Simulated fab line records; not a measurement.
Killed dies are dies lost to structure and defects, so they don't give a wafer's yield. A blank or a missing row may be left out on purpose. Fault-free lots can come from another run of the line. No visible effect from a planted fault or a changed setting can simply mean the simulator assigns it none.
Split-lot study	flow berkeley cmos170	23 wafers read across 5 lots, on a route 331 steps long

## ON THE SPLIT
At UCB170_ZERO_COAT_01 (resist thk 900 nm), the setting spin rpm was moved away from the recipe's 1500 rpm on 8 of the 23 wafers read, by -6.6% to +4.2%. For the rest of the wafers, this setting stayed at what the recipe calls for.

The reading comes from the split's own step.

## THE READING
KrF_of_ZERO_COAT_01.thk nm (the simulator's own value, which no gauge read), in nm, at UCB170_ZERO_COAT_01 (resist thk 900 nm). No usual value for it is given in the file. Across the 15 wafers here that went through the recipe, the average is 900.8 nm and the standard deviation 1.3 nm.

wafer	tool, chamber at the split	spin rpm as run, rpm	against the recipe	KrF_of_ZERO_COAT_01.thk nm, nm	against lot-mates on the recipe
L075.2	litho track-04, 0	1500	recipe	900.5	-
L075.3	litho track-04, 0	1467	-2.2%	909.6	+8.8
L075.4	litho track-04, 0	1500	recipe	901.8	-
L075.5	litho track-04, 0	1500	recipe	900	-
L075.6	litho track-04, 0	1467	-2.2%	909.7	+8.9
L077.1	litho track-04, 0	1401	-6.6%	929	+28.5
L077.2	litho track-04, 0	1500	recipe	900.5	-
L077.3	litho track-04, 0	1500	recipe	900.4	-
L077.4	litho track-04, 0	1401	-6.6%	931.5	+31.0
L077.6	litho track-04, 0	1401	-6.6%	930.6	+30.1
L078.1	litho track-04, 0	1500	recipe	903.6	-
L078.2	litho track-04, 0	1500	recipe	902	-
L078.3	litho track-04, 0	1500	recipe	901.9	-
L078.4	litho track-04, 0	1500	recipe	900.1	-
L078.5	litho track-04, 0	1500	recipe	901.6	-
L081.3	litho track-02, 0	1500	recipe	901.4	-
L081.5	litho track-02, 0	1500	recipe	898	-
L081.6	litho track-02, 0	1500	recipe	900.3	-
L085.1	litho track-02, 0	1563	+4.2%	882.9	-17.1
L085.2	litho track-02, 0	1500	recipe	900.3	-
L085.3	litho track-02, 0	1500	recipe	899.7	-
L085.5	litho track-02, 0	1563	+4.2%	883.2	-16.8
L085.6	litho track-02, 0	1563	+4.2%	879	-21.0

THE FIT
A straight line over all 23 wafers: KrF_of_ZERO_COAT_01.thk nm changes by -4.48 nm for each +1% of spin rpm; r = -0.99; the points scatter about the line by 1.4 nm.
The same after taking each lot's own level away (the mean of its wafers on the recipe; 23 wafers): -4.46 nm for each +1%; r = -1.00; scatter 1.2 nm.
Per that fit: largest spin rpm move, reading shift of 29 nm.
Across the lots, their own levels run from 899.90 to 901.84 nm, a range of 1.5 times the standard deviation given above.
The two slopes agree, so the slope changes little with the lot-to-lot level.
Check: +29.7 nm against its lot-mates is what the line predicts for one of the wafers moved furthest among these (-6.6%) when that wafer is left out of the fit. Against them it came out at +28.5 nm.

## THESE WAFERS: OTHER SPLITS
These wafers also went through other splits before the reading. Each is held against what the fit with the lots' levels taken away leaves over:
other split on the same wafers	wafers away from the commonest value	r with KrF_of_ZERO_COAT_01.thk nm (lot level and that fit taken away)
UCB170_START_OXIDATION_02 ox time s	15	-0.16

## THE WHOLE CHAIN: every reading that the file lists as answering this split, in the file's order
step	what it does	reading	change (the file's fit)	r (the file's)
UCB170_ZERO_COAT_01	resist thk 900 nm	KrF_of_ZERO_COAT_01.thk nm (the simulator's own value, which no gauge read)	-4.45 nm for each +1% of the setting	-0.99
UCB170_ZERO_STRIP_07	strips in O2	strip time to endpoint s	withheld for each +1% of the setting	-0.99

## THE FILE'S OWN FIT
KrF_of_ZERO_COAT_01.thk nm changes by -4.45 nm for each +1% of spin rpm, r = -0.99.
